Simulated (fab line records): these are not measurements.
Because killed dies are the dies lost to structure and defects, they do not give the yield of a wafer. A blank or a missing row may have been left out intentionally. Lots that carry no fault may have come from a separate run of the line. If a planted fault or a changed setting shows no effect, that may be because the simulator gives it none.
Chamber matching ; flow berkeley_cmos170 ; pecvd-04 running UCB170_V1_CVD_00: 3 sister chambers
The step deposits SiO2 from TEOS/O2, target thk 2000 nm, time 250 s. 3 wafers are shown with their chamber, then 7 later ones without.

WAFERS, EACH WITH ITS CHAMBER
wafer;chamber;heater_power_w (W)
L817.5;2;266
L818.1;0;159
L818.2;1;303

WAFERS WHOSE CHAMBER IS MISSING
wafer;heater_power_w (W)
L818.6;216
L822.1;183
L822.4;141
L822.5;216
L829.3;298
L829.4;148
L829.6;188

WHICH CHAMBER EACH ONE RAN IN
wafer;from the rows above;in truth
L818.6;can't be placed: 2 or 0 or 1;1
L822.1;can't be placed: 0 or 2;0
L822.4;0;0
L822.5;can't be placed: 2 or 0 or 1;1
L829.3;can't be placed: 1 or 2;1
L829.4;0;0
L829.6;can't be placed: 0 or 2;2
Correct placement for 2 of the 7. Not placeable from these rows: 5 (in 5, the candidates include the true chamber). Number placed wrongly: 0.
How it was worked out, from the rows above alone: a wafer's distance from a chamber is the root of the sum, over the readings, of the square of ((its reading less the chamber's mean) divided by the reading's scatter). If the next closest chamber is less than 2 further off than the closest, the wafer can't be placed; otherwise it belongs to the closest. A chamber's mean is the mean of its shown wafers. The scatter: root of mean squared gap, hidden wafer to nearest shown wafer, with one shown wafer a chamber.
